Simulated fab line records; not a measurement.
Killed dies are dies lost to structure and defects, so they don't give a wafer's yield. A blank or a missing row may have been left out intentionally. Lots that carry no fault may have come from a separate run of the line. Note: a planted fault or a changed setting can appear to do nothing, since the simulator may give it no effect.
fab line records -- flow rit_cmos
record: lots: 5, wafers: 15, last_day: 6
route steps=202 shown PSD@143 SDANNEAL@153 NSD@158 PLDD@159 NLDD@160 SILICIDE@161
lots untouched by any fault: they come from a run of this same line in which no faults occurred
start_h: start of the lot's first displayed wafer, in hours after the record's first day -- wait_h: hours from the lot's prior step to this one -- " identical to the entry in the row above -- L1.1+2: several wafers, shown together as one row -- - either no value or no given start -- * or withheld: withheld -- < > ~ a bound
route shown NAME@n: names a module that has steps shown in the file, with the first one's number in the route -- usual: mean/standard deviation taken from wafers without a fault -- same: alike in all rows -- chamber/n: place in a boat -- sites: each site's reading -- _std_site: how widely they spread, as a standard deviation -- _edge_site: mean of outer sites minus mean of inner sites -- radius_mm: how far each site lies from the wafer's centre -- mask NAME#n: copy n -- behind: the most recent tool/chamber to have shaped the wafer -- hold: why the lot was held/for how many hours/how that ended -- device: transistor that didn't switch, given as n, p or np -- end of line: the tests these same wafers got at the end of their route -- step lacking rows: just its recipe -- killed: count of dies lost to structure and defects at first sort (not the wafer's yield) -- map: a wafer's dies, x killed, . not, _ none there
set.NAME: the setting as run; set.NAME@STEP: as run at that earlier step -- model.NAME: the simulator's own value behind a step, which no gauge read
lots at selected steps of the route; one table per step, one row per wafer
services: a tool's chamber out of use, with start hour (start_h, from the record's first day; less than 0 if before it), hours out, and reason
== steps ==
step: RIT_PSD_COAT_01
recipe: resist: NOVOLAK, spin_rpm: 3250, resist_thk_nm: 1000
usual: exhaust_pa: 45.1/0.86
lot.wafer,tool,chamber,start_h,wait_h,exhaust_pa
L074.1,litho_track-03,0,47.73,0.1,44.4
L074.2,litho_track-03,0,47.73,0.1,45.4
L074.3,litho_track-03,0,47.73,0.1,44.9
L075.1,litho_track-03,0,54.17,0.1,47.1
L075.3,litho_track-03,0,54.17,0.1,45.1
L075.4,litho_track-03,0,54.17,0.1,45.9
L080.1,litho_track-04,0,81.12,0.1,44.6
L080.2,litho_track-04,0,81.12,0.1,43.6
L080.4,litho_track-04,0,81.12,0.1,44.4
L084.1,litho_track-03,0,104.47,0.1,45.6
L084.3,litho_track-03,0,104.47,0.1,45.2
L084.5,litho_track-03,0,104.47,0.1,43.4
L092.1,litho_track-04,0,141.49,0.1,45.4
L092.3,litho_track-04,0,141.49,0.1,44.6
L092.6,litho_track-04,0,141.49,0.1,44.9
step: RIT_PSD_SOFTBAKE_02
recipe: resist: NOVOLAK, temp_c: 90, time_s: 60
usual: exhaust_pa: 45.0/0.88, heater_power_total_W: 34.56/0.053
lot.wafer,tool,chamber,start_h,wait_h,exhaust_pa,heater_power_total_W
L074.1,litho_track-03,0,47.88,0.1,46.4,34.58
L074.2,litho_track-03,0,47.88,0.1,44.0,34.69
L074.3,litho_track-03,0,47.88,0.1,46.1,34.55
L075.1,litho_track-03,0,54.32,0.1,43.7,34.57
L075.3,litho_track-03,0,54.32,0.1,44.1,34.55
L075.4,litho_track-03,0,54.32,0.1,43.9,34.52
L080.1,litho_track-04,0,81.27,0.1,45.0,34.59
L080.2,litho_track-04,0,81.27,0.1,44.6,34.56
L080.4,litho_track-04,0,81.27,0.1,44.4,34.47
L084.1,litho_track-03,0,104.62,0.1,45.3,34.64
L084.3,litho_track-03,0,104.62,0.1,42.8,34.58
L084.5,litho_track-03,0,104.62,0.1,44.2,34.51
L092.1,litho_track-04,0,141.64,0.1,45.5,34.46
L092.3,litho_track-04,0,141.64,0.1,45.4,34.61
L092.6,litho_track-04,0,141.64,0.1,46.2,34.58
step: RIT_PSD_EXPOSE_03
recipe: mask_id: M10, na: 0.57, target_cd_nm: 40900, dose_mj: 250
lot.wafer,tool,chamber,start_h,wait_h,mask
L074.1+2+3,iline_stepper-02,0,48.03,0.1,M10#0
L075.1+3+4,iline_stepper-02,0,54.47,0.1,M10#0
L080.1+2+4,iline_stepper-01,0,81.55,0.2,M10#0
L084.1+3+5,iline_stepper-01,0,104.90,0.2,M10#0
L092.1+3+6,iline_stepper-02,0,141.79,0.1,M10#0
step: RIT_PSD_PEB_04
recipe: resist: NOVOLAK, temp_c: withheld, time_s: withheld
usual: exhaust_pa: 45.0/0.95
lot.wafer,tool,chamber,start_h,wait_h,exhaust_pa
L074.1,litho_track-03,0,48.15,0.1,45.3
L074.2,litho_track-03,0,48.15,0.1,44.8
L074.3,litho_track-03,0,48.15,0.1,44.2
L075.1,litho_track-03,0,54.59,0.1,44.5
L075.3,litho_track-03,0,54.59,0.1,45.0
L075.4,litho_track-03,0,54.59,0.1,45.5
L080.1,litho_track-03,0,81.67,0.1,45.4
L080.2,litho_track-03,0,81.67,0.1,43.3
L080.4,litho_track-03,0,81.67,0.1,44.5
L084.1,litho_track-01,0,105.02,0.1,46.6
L084.3,litho_track-01,0,105.02,0.1,45.2
L084.5,litho_track-01,0,105.02,0.1,47.0
L092.1,litho_track-01,0,141.90,0.1,45.6
L092.3,litho_track-01,0,141.90,0.1,44.8
L092.6,litho_track-01,0,141.90,0.1,45.8
step: RIT_PSD_DEVELOP_05
recipe: resist: NOVOLAK, develop_time_s: 50, dev_temp_c: 23
usual: exhaust_pa: 45.1/1.1
lot.wafer,tool,chamber,start_h,wait_h,exhaust_pa
L074.1,litho_track-03,0,-,-,43.8
L074.2,litho_track-03,0,-,-,45.0
L074.3,litho_track-03,0,-,-,44.2
L075.1,litho_track-03,0,-,-,43.7
L075.3,litho_track-03,0,-,-,45.2
L075.4,litho_track-03,0,-,-,44.4
L080.1,litho_track-03,0,-,-,45.6
L080.2,litho_track-03,0,-,-,45.5
L080.4,litho_track-03,0,-,-,45.0
L084.1,litho_track-01,0,-,-,45.6
L084.3,litho_track-01,0,-,-,44.8
L084.5,litho_track-01,0,-,-,45.2
L092.1,litho_track-01,0,-,-,45.3
L092.3,litho_track-01,0,-,-,46.4
L092.6,litho_track-01,0,-,-,46.2
step: RIT_PSD_OVL_MEAS_06
usual: PSD_OVL: -0.6/1.3
lot.wafer,tool,chamber,start_h,wait_h,PSD_OVL[nm]
L074.1,overlay-02,-,48.43,-,-2.0
L074.2,overlay-02,-,48.43,-,-3.0
L074.3,overlay-02,-,48.43,-,-2.9
L075.1,overlay-01,-,54.87,-,1.0
L075.3,overlay-01,-,54.87,-,0.5
L075.4,overlay-01,-,54.87,-,0.4
L080.1,overlay-01,-,81.95,-,1.4
L080.2,overlay-01,-,81.95,-,1.3
L080.4,overlay-01,-,81.95,-,1.0
L084.1,overlay-02,-,105.30,-,0.3
L084.3,overlay-02,-,105.30,-,0.4
L084.5,overlay-02,-,105.30,-,0.0
L092.1,overlay-02,-,142.19,-,-2.7
L092.3,overlay-02,-,142.19,-,-0.9
L092.6,overlay-02,-,142.19,-,0.0
step: RIT_PSD_HARDBAKE_07
recipe: resist: NOVOLAK, temp_c: 140, time_s: 60
usual: exhaust_pa: 44.8/0.94, heater_power_total_W: 62.55/0.048
lot.wafer,tool,chamber,start_h,wait_h,exhaust_pa,heater_power_total_W
L074.1,litho_track-04,0,48.47,0.0,45.2,62.55
L074.2,litho_track-04,0,48.47,0.0,43.6,62.53
L074.3,litho_track-04,0,48.47,0.0,44.8,62.58
L075.1,litho_track-03,0,54.90,0.0,44.5,62.51
L075.3,litho_track-03,0,54.90,0.0,44.7,62.57
L075.4,litho_track-03,0,54.90,0.0,44.7,62.52
L080.1,litho_track-01,0,81.98,0.0,46.2,62.48
L080.2,litho_track-01,0,81.98,0.0,45.2,62.55
L080.4,litho_track-01,0,81.98,0.0,46.2,62.46
L084.1,litho_track-03,0,105.34,0.0,45.7,62.58
L084.3,litho_track-03,0,105.34,0.0,45.0,62.56
L084.5,litho_track-03,0,105.34,0.0,46.1,62.58
L092.1,litho_track-03,0,142.29,0.1,45.0,62.52
L092.3,litho_track-03,0,142.29,0.1,44.6,62.64
L092.6,litho_track-03,0,142.29,0.1,43.2,62.54
step: RIT_PSD_IMPLANT_08
recipe: species: BF2, energy_kev: 27, dose_cm2: 5e+15, tilt_deg: 7
usual: beam_energy_keV: 26.999/0.0097
lot.wafer,tool,chamber,start_h,wait_h,beam_energy_keV
L074.1,implanter-02,0,48.62,0.1,26.982
L074.2,implanter-02,0,48.62,0.1,27.001
L074.3,implanter-02,0,48.62,0.1,26.997
L075.1,implanter-01,0,55.05,0.1,27.014
L075.3,implanter-01,0,55.05,0.1,27.011
L075.4,implanter-01,0,55.05,0.1,27.017
L080.1,implanter-01,0,82.13,0.1,27.008
L080.2,implanter-01,0,82.13,0.1,26.996
L080.4,implanter-01,0,82.13,0.1,27.004
L084.1,implanter-03,0,105.49,0.1,27.014
L084.3,implanter-03,0,105.49,0.1,27.000
L084.5,implanter-03,0,105.49,0.1,27.008
L092.1,implanter-01,0,142.44,0.1,26.990
L092.3,implanter-01,0,142.44,0.1,26.995
L092.6,implanter-01,0,142.44,0.1,26.993
step: RIT_PSD_STRIP_09
recipe: chemistry: O2, time_s: 180, resist: NOVOLAK, platen_temp_c: withheld, power_w: 500, pressure_mtorr: 4000, o2_flow_sccm: 4000
usual: chamber_pressure_mTorr: 4000/3.6, drypump_motor_current_A: 6.0/0.48, rf_refl_power_W: 7.3/2.2
lot.wafer,tool,chamber,start_h,wait_h,chamber_pressure_mTorr,drypump_motor_current_A,rf_hours_counter_h,rf_refl_power_W
L074.1,plasma_asher-03,0,48.77,0.1,3993,6.3,41,9.6
L074.2,plasma_asher-03,1,48.77,0.1,3994,5.3,41,4.0
L074.3,plasma_asher-03,1,48.77,0.1,4003,5.2,-,4.3
L075.1,plasma_asher-01,1,55.20,0.1,4000,6.3,26,6.6
L075.3,plasma_asher-01,1,55.20,0.1,4002,6.3,-,6.9
L075.4,plasma_asher-01,0,55.20,0.1,4003,5.8,-,8.8
L080.1,plasma_asher-03,0,82.28,0.1,4001,6.4,44,9.7
L080.2,plasma_asher-03,1,82.28,0.1,3996,5.2,44,4.2
L080.4,plasma_asher-03,1,82.28,0.1,3998,5.3,-,4.3
L084.1,plasma_asher-03,1,105.64,0.1,4004,5.3,46,4.4
L084.3,plasma_asher-03,0,105.64,0.1,4001,6.4,-,9.7
L084.5,plasma_asher-03,0,105.64,0.1,4004,6.4,-,9.8
L092.1,plasma_asher-02,0,142.59,0.1,3999,6.6,50,9.4
L092.3,plasma_asher-02,0,142.59,0.1,4006,6.6,-,9.1
L092.6,plasma_asher-02,1,142.59,0.1,4003,5.7,-,5.4
step: RIT_PSD_TW_MEAS_10
usual: PSD_TW: 3412/14
lot.wafer,tool,chamber,start_h,wait_h,PSD_TW
L074.1,film_metro-02,-,48.94,0.1,3405
L074.2,film_metro-02,-,48.94,0.1,3367
L074.3,film_metro-02,-,48.94,0.1,3389
L075.1,film_metro-04,-,55.38,0.1,3420
L075.3,film_metro-04,-,55.38,0.1,3403
L075.4,film_metro-04,-,55.38,0.1,3417
L080.1,film_metro-03,-,82.46,0.1,3424
L080.2,film_metro-03,-,82.46,0.1,3418
L080.4,film_metro-03,-,82.46,0.1,3415
L084.1,film_metro-04,-,105.81,0.1,3412
L084.3,film_metro-04,-,105.81,0.1,3399
L084.5,film_metro-04,-,105.81,0.1,3377
L092.1,film_metro-04,-,142.76,0.1,3442
L092.3,film_metro-04,-,142.76,0.1,3434
L092.6,film_metro-04,-,142.76,0.1,3422
step: RIT_SDANNEAL_CLEAN_00
recipe: chemistry: SC1, mix: 3:3:50, time_s: 600, temp_c: 75
lot.wafer,tool,chamber,start_h,wait_h
L074.1+2+3,wet_bench-02,2,49.00,0.1
L075.1+3+4,wet_bench-02,0,55.44,0.1
L080.1+2+4,wet_bench-02,3,82.52,0.1
L084.1+3+5,wet_bench-02,1,105.87,0.1
L092.1+3+6,wet_bench-04,2,142.82,0.1
step: RIT_SDANNEAL_CLEAN_01
recipe: chemistry: dHF, dilution: 50:1, time_s: 30
lot.wafer,tool,chamber,start_h,wait_h
L074.1+2+3,wet_bench-04,1,49.18,0.0
L075.1+3+4,wet_bench-04,2,55.61,0.0
L080.1+2+4,wet_bench-04,3,82.71,0.0
L084.1+3+5,wet_bench-01,0,106.22,0.0
L092.1+3+6,wet_bench-04,0,143.01,0.0
step: RIT_SDANNEAL_CLEAN_02
recipe: chemistry: SC2, mix: 3:3:50, time_s: 600, temp_c: 75, dry: n2_spin
lot.wafer,tool,chamber,start_h,wait_h
L074.1+2+3,wet_bench-01,1,49.20,0.0
L075.1+3+4,wet_bench-02,0,55.63,0.0
L080.1+2+4,wet_bench-02,2,82.73,0.0
L084.1+3+5,wet_bench-04,2,106.24,0.0
L092.1+3+6,wet_bench-02,0,143.03,0.0
step: RIT_SDANNEAL_RTA_03
recipe: temp_c: 1050, time_s: 5, idle_temp_c: 600, ramp_up_c_per_s: 342, ramp_down_c_per_s: 171, cool_to_c: 600, ambient: N2
usual: wafer_temp_C_max: 1053.6/1.1
lot.wafer,tool,chamber,start_h,wait_h,wafer_temp_C_max
L074.1,rtp_anneal-01,0,49.55,0.0,1055.0
L074.2,rtp_anneal-01,0,49.55,0.0,1053.4
L074.3,rtp_anneal-01,0,49.55,0.0,1058.0
L075.1,rtp_anneal-02,0,55.81,0.0,1053.2
L075.3,rtp_anneal-02,0,55.81,0.0,1052.7
L075.4,rtp_anneal-02,0,55.81,0.0,1052.9
L080.1,rtp_anneal-01,0,82.92,0.0,1054.3
L080.2,rtp_anneal-01,0,82.92,0.0,1054.4
L080.4,rtp_anneal-01,0,82.92,0.0,1052.3
L084.1,rtp_anneal-01,0,106.41,0.0,1054.4
L084.3,rtp_anneal-01,0,106.41,0.0,1055.1
L084.5,rtp_anneal-01,0,106.41,0.0,1053.8
L092.1,rtp_anneal-01,0,143.20,0.0,1054.5
L092.3,rtp_anneal-01,0,143.20,0.0,1052.9
L092.6,rtp_anneal-01,0,143.20,0.0,1054.0
step: RIT_SDANNEAL_RS_MEAS_04
recipe: thk_meas_gauge: four-point-probe
usual: PSD_RS: 115.8/0.34
lot.wafer,tool,chamber,start_h,wait_h,PSD_RS[ohm/sq]
L074.1,film_metro-04,-,49.66,0.1,115.9
L074.2,film_metro-04,-,49.66,0.1,115.9
L074.3,film_metro-04,-,49.66,0.1,116.2
L075.1,film_metro-02,-,55.86,0.0,115.8
L075.3,film_metro-02,-,55.86,0.0,116.2
L075.4,film_metro-02,-,55.86,0.0,116.0
L080.1,film_metro-02,-,82.98,0.0,115.8
L080.2,film_metro-02,-,82.98,0.0,115.7
L080.4,film_metro-02,-,82.98,0.0,116.1
L084.1,film_metro-04,-,106.47,0.0,116.1
L084.3,film_metro-04,-,106.47,0.0,116.6
L084.5,film_metro-04,-,106.47,0.0,116.7
L092.1,film_metro-03,-,143.26,0.0,115.7
L092.3,film_metro-03,-,143.26,0.0,115.9
L092.6,film_metro-03,-,143.26,0.0,115.7
step: RIT_SDANNEAL_RS_MEAS_05
recipe: thk_meas_gauge: four-point-probe
usual: NSD_RS: 84.45/0.25
lot.wafer,tool,chamber,start_h,wait_h,NSD_RS[ohm/sq]
L074.1,film_metro-04,-,49.78,0.1,84.47
L074.2,film_metro-04,-,49.78,0.1,84.38
L074.3,film_metro-04,-,49.78,0.1,84.49
L075.1,film_metro-02,-,55.98,0.1,84.73
L075.3,film_metro-02,-,55.98,0.1,85.18
L075.4,film_metro-02,-,55.98,0.1,84.73
L080.1,film_metro-02,-,83.10,0.1,84.51
L080.2,film_metro-02,-,83.10,0.1,84.33
L080.4,film_metro-02,-,83.10,0.1,84.41
L084.1,film_metro-04,-,106.59,0.1,84.84
L084.3,film_metro-04,-,106.59,0.1,84.71
L084.5,film_metro-04,-,106.59,0.1,84.64
L092.1,film_metro-03,-,143.38,0.1,84.65
L092.3,film_metro-03,-,143.38,0.1,84.75
L092.6,film_metro-03,-,143.38,0.1,84.58
step: RIT_SDANNEAL_RS_MEAS_06
recipe: thk_meas_gauge: four-point-probe
usual: PLDD_RS: 178.5/0.5
lot.wafer,tool,chamber,start_h,wait_h,PLDD_RS[ohm/sq]
L074.1,film_metro-04,-,49.90,0.1,178.8
L074.2,film_metro-04,-,49.90,0.1,178.9
L074.3,film_metro-04,-,49.90,0.1,179.2
L075.1,film_metro-02,-,56.10,0.1,178.1
L075.3,film_metro-02,-,56.10,0.1,177.9
L075.4,film_metro-02,-,56.10,0.1,178.6
L080.1,film_metro-02,-,83.22,0.1,178.9
L080.2,film_metro-02,-,83.22,0.1,179.4
L080.4,film_metro-02,-,83.22,0.1,179.1
L084.1,film_metro-04,-,106.71,0.1,179.3
L084.3,film_metro-04,-,106.71,0.1,179.0
L084.5,film_metro-04,-,106.71,0.1,179.0
L092.1,film_metro-03,-,143.50,0.1,178.3
L092.3,film_metro-03,-,143.50,0.1,177.9
L092.6,film_metro-03,-,143.50,0.1,177.9
step: RIT_SDANNEAL_RS_MEAS_07
recipe: thk_meas_gauge: four-point-probe
usual: NLDD_RS: 151.6/0.58
lot.wafer,tool,chamber,start_h,wait_h,NLDD_RS[ohm/sq]
L074.1,film_metro-04,-,50.02,0.1,151.3
L074.2,film_metro-04,-,50.02,0.1,151.2
L074.3,film_metro-04,-,50.02,0.1,151.5
L075.1,film_metro-02,-,56.22,0.1,151.2
L075.3,film_metro-02,-,56.22,0.1,151.0
L075.4,film_metro-02,-,56.22,0.1,150.7
L080.1,film_metro-02,-,83.34,0.1,152.0
L080.2,film_metro-02,-,83.34,0.1,151.6
L080.4,film_metro-02,-,83.34,0.1,152.5
L084.1,film_metro-04,-,106.83,0.1,151.4
L084.3,film_metro-04,-,106.83,0.1,151.7
L084.5,film_metro-04,-,106.83,0.1,151.6
L092.1,film_metro-03,-,143.62,0.1,151.8
L092.3,film_metro-03,-,143.62,0.1,151.7
L092.6,film_metro-03,-,143.62,0.1,151.6
step: RIT_SILICIDE_WET_ETCH_00
recipe: chemistry: BOE, target: SiO2, target_depth_nm: 14, time_s: 15, dry: n2_spin, dilution: 10:1, temp_c: 21.5
lot.wafer,tool,chamber,start_h,wait_h
L074.1+2+3,wet_bench-03,3,50.14,0.1
L075.1+3+4,wet_bench-02,0,56.34,0.1
L080.1+2+4,wet_bench-03,3,83.46,0.1
L084.1+3+5,wet_bench-03,0,106.95,0.1
L092.1+3+6,wet_bench-03,0,143.74,0.1
step: RIT_SILICIDE_SPUTTER_01
recipe: material: Ti, target_thk_nm: 30, power_w: 350, chamber_pressure_pa: 0.667, gas: Ar, time_s: 240, substrate_temp_c: 25
usual: throttle_valve_pct: 29.6/1.2
lot.wafer,tool,chamber,start_h,wait_h,throttle_valve_pct
L074.1,pvd_sputter-04,-,50.16,0.0,27.7
L074.2,pvd_sputter-04,-,50.16,0.0,28.8
L074.3,pvd_sputter-04,-,50.16,0.0,31.1
L075.1,pvd_sputter-01,-,56.36,0.0,30.4
L075.3,pvd_sputter-01,-,56.36,0.0,29.4
L075.4,pvd_sputter-01,-,56.36,0.0,30.7
L080.1,pvd_sputter-03,-,83.47,0.0,30.8
L080.2,pvd_sputter-03,-,83.47,0.0,29.9
L080.4,pvd_sputter-03,-,83.47,0.0,29.8
L084.1,pvd_sputter-04,-,106.96,0.0,27.6
L084.3,pvd_sputter-04,-,106.96,0.0,31.2
L084.5,pvd_sputter-04,-,106.96,0.0,27.6
L092.1,pvd_sputter-04,-,143.76,0.0,30.9
L092.3,pvd_sputter-04,-,143.76,0.0,28.3
L092.6,pvd_sputter-04,-,143.76,0.0,29.1
== services ==
tool,chamber,start_h,hours,kind
implanter-02,-,27.49,3.4,repair
plasma_asher-02,-,34.92,0.8,repair
iline_stepper-01,-,42.90,2.1,pm
iline_stepper-01,-,44.98,-,consumable_replace:lamp
implanter-03,-,46.06,2.7,pm
implanter-01,-,58.16,23.6,repair
implanter-03,-,66.78,3.7,repair
plasma_asher-03,-,66.92,2.8,pm
iline_stepper-02,-,68.03,1.7,pm
pvd_sputter-04,-,81.06,2.9,repair
implanter-01,-,90.88,1.9,repair
iline_stepper-01,-,93.41,1.7,pm
implanter-01,-,103.88,19.1,pm
iline_stepper-01,-,135.73,3.9,repair
== key ==
fault none
